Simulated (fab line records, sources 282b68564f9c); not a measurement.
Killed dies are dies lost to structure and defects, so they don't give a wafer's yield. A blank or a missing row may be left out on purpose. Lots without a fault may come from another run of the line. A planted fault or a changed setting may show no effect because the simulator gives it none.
A struck lot beside a sound one | flow rit_cmos | 30 steps out of a route of 202
Sound: wafers L265.2, L265.5, L265.6. Struck: wafers L272.1, L272.3, L272.6. The cause comes at the end.
At each step with rows: each side's tool, then ch and its chambers, then its first start. Under that, the readings that differ: sound wafers | struck wafers | difference of the means | sigmas: that difference in standard deviations of wafers without a fault.
alike: readings whose means differ by less than 2 such deviations, and words and numbers that are the same on both sides. not compared: withheld readings, readings that some wafer has no value for, bounds like >300 that may hide the same value, and numbers for which the record gives no deviation and whose values overlap.
The two part at a step that has a row with sigmas, a row that says differs or no value, or rows on one side only. Numbers that don't overlap but have no deviation are shown without sigmas and don't part them. A reading that every wafer of one side lacks parts them only if that side has two wafers or more.

RIT_FOX2_THK_MEAS_01:
  sound on film_metro-02, day 2 19:26; struck on film_metro-02, day 4 06:22
  alike: FOX2_OXIDE_THK
then, 2 steps without rows for these wafers: RIT_FOX2_CLEAN_02 (cleans in dHF, time 180 s); RIT_FOX2_WET_ETCH_03 (etches Si3N4 in H3PO4, target depth 195 nm, time 2700 s).
RIT_FOX2_THK_MEAS_90:
  sound on film_metro-01, day 2 20:19; struck on film_metro-02, day 4 07:14
  alike: FIELD_OXIDE_LEFT_1_THK
then, 6 steps without rows for these wafers: RIT_NWELL_HMDS_00 (prime time 60 s); RIT_NWELL_COAT_01 (resist thk 1300 nm); RIT_NWELL_SOFTBAKE_02 (time 60 s); RIT_NWELL_EXPOSE_03 (exposes mask M2, target cd 43900 nm); RIT_NWELL_PEB_04; RIT_NWELL_DEVELOP_05 (develop time 68 s).
RIT_NWELL_OVL_MEAS_06:
  sound on overlay-02, day 2 21:16; struck on overlay-01, day 4 08:20
  alike: NWELL_OVL
then, 1 step without rows for these wafers: RIT_NWELL_HARDBAKE_07 (time 120 s).
RIT_NWELL_IMPLANT_08:
  sound on implanter-03 ch 0, day 2 21:34; struck on implanter-03 ch 0, day 4 08:57
RIT_NWELL_STRIP_09: strips in O2, time 180 s.
  sound on plasma_asher-02 ch 0,1, day 2 21:41; struck on plasma_asher-01 ch 0,1, day 4 09:06
  alike: drypump_motor_current_A
  not compared: rf_hours_counter_h
RIT_NWELL_TW_MEAS_10:
  sound on film_metro-03, day 2 21:52; struck on film_metro-03, day 4 09:16
  reading  | sound          | struck         | difference | sigmas
  NWELL_TW | 2117 2125 2122 | 2666 2669 2661 | +544       | +54
then, 6 steps without rows for these wafers: RIT_PWELL_HMDS_00 (prime time 60 s); RIT_PWELL_COAT_01 (resist thk 1300 nm); RIT_PWELL_SOFTBAKE_02 (time 60 s); RIT_PWELL_EXPOSE_03 (exposes mask M3, target cd 43700 nm); RIT_PWELL_PEB_04; RIT_PWELL_DEVELOP_05 (develop time 68 s).
RIT_PWELL_OVL_MEAS_06:
  sound on overlay-01, day 2 23:03; struck on overlay-02, day 4 10:17
  alike: PWELL_OVL
then, 2 steps without rows for these wafers: RIT_PWELL_HARDBAKE_07 (time 120 s); RIT_PWELL_IMPLANT_08.
RIT_PWELL_STRIP_09: strips in O2, time 180 s.
  sound on plasma_asher-03 ch 0,1, day 2 23:29; struck on plasma_asher-02 ch 0,1, day 4 10:44
  alike: drypump_motor_current_A
  not compared: rf_hours_counter_h
RIT_PWELL_TW_MEAS_10:
  sound on film_metro-01, day 2 23:40; struck on film_metro-04, day 4 10:54
  alike: PWELL_TW
then, 1 step without rows for these wafers: RIT_WELLDRIVE_ANNEAL_00 (time 14700 s).
RIT_WELLDRIVE_RS_MEAS_01: measures by four-point-probe.
  sound on film_metro-04, day 3 05:35; struck on film_metro-01, day 4 16:03
  reading           | sound             | struck            | difference | sigmas
  NWELL_RS (ohm/sq) | 275.3 276.5 276.0 | 183.1 182.7 183.3 | -92.9      | -99 or more
RIT_WELLDRIVE_RS_MEAS_02: measures by four-point-probe.
  sound on film_metro-04, day 3 05:42; struck on film_metro-01, day 4 16:10
  alike: PWELL_RS
RIT_M1_PROBE_99:
  sound on prober-02, day 4 13:26; struck on prober-01, day 5 22:22
  reading            | sound | struck | difference | sigmas
  killed_at_M0_to_M3 | 0 0 1 | 0 0 0  | +0         | -2
  alike: killed_at_contacts, killed_at_front_end, killed_dies, killed_open, killed_short

WHERE THEY PART
First at RIT_NWELL_TW_MEAS_10; last, within this record, at RIT_M1_PROBE_99.

WHY: what the simulator had put in
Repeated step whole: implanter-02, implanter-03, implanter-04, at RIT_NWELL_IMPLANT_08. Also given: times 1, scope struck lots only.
